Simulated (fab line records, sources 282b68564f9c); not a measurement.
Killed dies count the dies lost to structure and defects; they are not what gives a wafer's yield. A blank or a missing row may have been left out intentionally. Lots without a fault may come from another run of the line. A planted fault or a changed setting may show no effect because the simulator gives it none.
Comparing a struck lot with a sound one ; flow rit cmos ; 21 out of 202 route steps
Sound: these wafers, L418.1, L418.5, L418.6. Wafers struck: L426.2, L426.3, L426.4. Last of all comes the cause.
Per side, at each step with rows, come the tool, then ch with its chambers, and then its first start. Under that, the readings that differ: sound wafers ; struck wafers ; difference of the means ; sigmas: that difference in standard deviations of wafers without a fault.
alike: readings whose means differ by less than 2 such deviations, and words and numbers that are the same on both sides. not compared: withheld readings, readings that some wafer has no value for, bounds like >300 that may hide the same value, and numbers for which the record gives no deviation and whose values overlap.
The two part at a step that has a row with sigmas, a row that says differs or no value, or rows on one side only. Non-overlapping numbers with no deviation appear without sigmas and do not part them. A reading that every wafer of one side lacks parts them only if that side has two wafers or more.

first, 1 step without rows for these wafers: RIT_SILICIDE_WET_ETCH_00 (etches SiO2 in BOE, target depth 14 nm, time 15 s).
RIT_SILICIDE_SPUTTER_01: material Ti, target thk 30 nm, time 234.8 s.
  struck on pvd sputter-03, day 5 04:22; sound on pvd sputter-02, day 3 08:37
  alike: throttle valve pct
RIT_SILICIDE_RS_MEAS_02: uses a four-point probe to measure.
  struck on film metro-04, day 5 04:32; sound on film metro-03, day 3 08:46
reading;sound;struck;difference;sigmas
SILICIDE_TI_RS (ohm/sq);49.2 49.3 49.2;50.9 51.3 50.4;+1.6;+2
RIT_SILICIDE_THK_MEAS_03: measures by xrf.
  struck on film metro-04, day 5 04:38; sound on film metro-03, day 3 08:53
reading;sound;struck;difference;sigmas
SILICIDE_TI_THK (nm);29.3 29.3 29.2;28.4 28.0 28.6;-0.9;-2
RIT_SILICIDE_RTA_04: time 10 s, ramp up 5 s, ramp down 5 s.
  sound on rtp anneal-02 ch 0, day 3 08:56; struck on rtp anneal-02 ch 0, day 5 04:42
  alike: wafer_temp_C_max
then, 1 step without rows for these wafers: RIT_SILICIDE_WET_ETCH_05 (etches Ti in SPM, time 120 s).
RIT_SILICIDE_RTA_06: time 10 s, ramp up 5 s, ramp down 10 s.
  sound on rtp anneal-01 ch 0, day 3 09:03; struck on rtp anneal-01 ch 0, day 5 04:49
  alike: wafer_temp_C_max
RIT_CONTACT_CVD_00: deposits SiO2 from TEOS, target thk 400 nm, time 61 s.
  sound on pecvd-02 ch 0,1,2, day 3 09:07; struck on pecvd-04 ch 0,2, day 5 04:52
  alike: heater power w
RIT_CONTACT_THK_MEAS_01:
  struck on film metro-03, day 5 04:56; sound on film metro-03, day 3 09:10
  alike: CONTACT_TEOS_THK
then, 3 steps without rows for these wafers: RIT_CONTACT_HMDS_02 (prime time 60 s); RIT_CONTACT_COAT_03 (resist thk 1000 nm); RIT_CONTACT_SOFTBAKE_04 (time 60 s).
RIT_CONTACT_EXPOSE_05: exposes mask M11, target cd 1000 nm.
  sound on iline stepper-02 ch 0, day 3 09:53; struck on iline stepper-01 ch 0, day 5 05:27
reading;sound;struck;difference;sigmas
exposure dose mJ cm2;249.91 250.20 249.86;195.92 195.50 195.41;-54.38;-99 or more
  alike: mask
then, 2 steps without rows for these wafers: RIT_CONTACT_PEB_06; RIT_CONTACT_DEVELOP_07 (develop time 120 s).
RIT_CONTACT_CD_MEAS_08: the cd target is 1000 nm.
  struck on cd sem-02, day 5 05:58; sound on cd sem-01, day 3 10:23
reading;sound;struck;difference;sigmas
cd nm (nm);1000.7 1001.0 1001.0;929.9 928.2 931.2;-71.1;-40
RIT_CONTACT_OVL_MEAS_09:
  struck on overlay-01, day 5 06:04; sound on overlay-02, day 3 10:31
  alike: CONTACT_OVL
then, 1 step without rows for these wafers: RIT_CONTACT_HARDBAKE_10 (time 60 s).
RIT_CONTACT_ETCH_11: etches SiO2 in CHF3/CF4/Ar, stops on TiSi2, target depth 480 nm, time 320 s.
  sound on rie diel-03 ch 0,3, day 3 10:42; struck on rie diel-03 ch 0,1,3, day 5 06:15
reading;sound;struck;difference;sigmas
model.CONTACT.cd nm (nm);1000 1001 1001;929.7 927.9 931;-71.1;
  alike: drypump motor current A, oes product au, throttle valve pct
  not compared: rf hours counter h
RIT_CONTACT_STRIP_12: strips in O2, time 180 s.
  sound on plasma asher-02 ch 0,1, day 3 10:53; struck on plasma asher-04 ch 0,1, day 5 06:26
  alike: drypump motor current A, o2 flow sccm
  not compared: rf hours counter h
RIT_M1_PROBE_99:
  struck on prober-02, day 5 11:09; sound on prober-02, day 3 15:33
reading;sound;struck;difference;sigmas
killed at contacts;0 0 0;1 0 1;+1;+3
model.etest.contact to gate.bv left v (V);91.53 87.95 92.56;107.1 107.8 107.7;+16.9;
model.etest.contact to gate.bv right v (V);89.31 87.63 89.79;109.7 107.7 107.5;+19.4;
  alike: killed at front end, killed dies, killed open, killed short

== WHERE THEY PART ==
Earliest at RIT_SILICIDE_RS_MEAS_02; latest, in this record, at RIT_M1_PROBE_99.

WHY: the cause the simulator had injected
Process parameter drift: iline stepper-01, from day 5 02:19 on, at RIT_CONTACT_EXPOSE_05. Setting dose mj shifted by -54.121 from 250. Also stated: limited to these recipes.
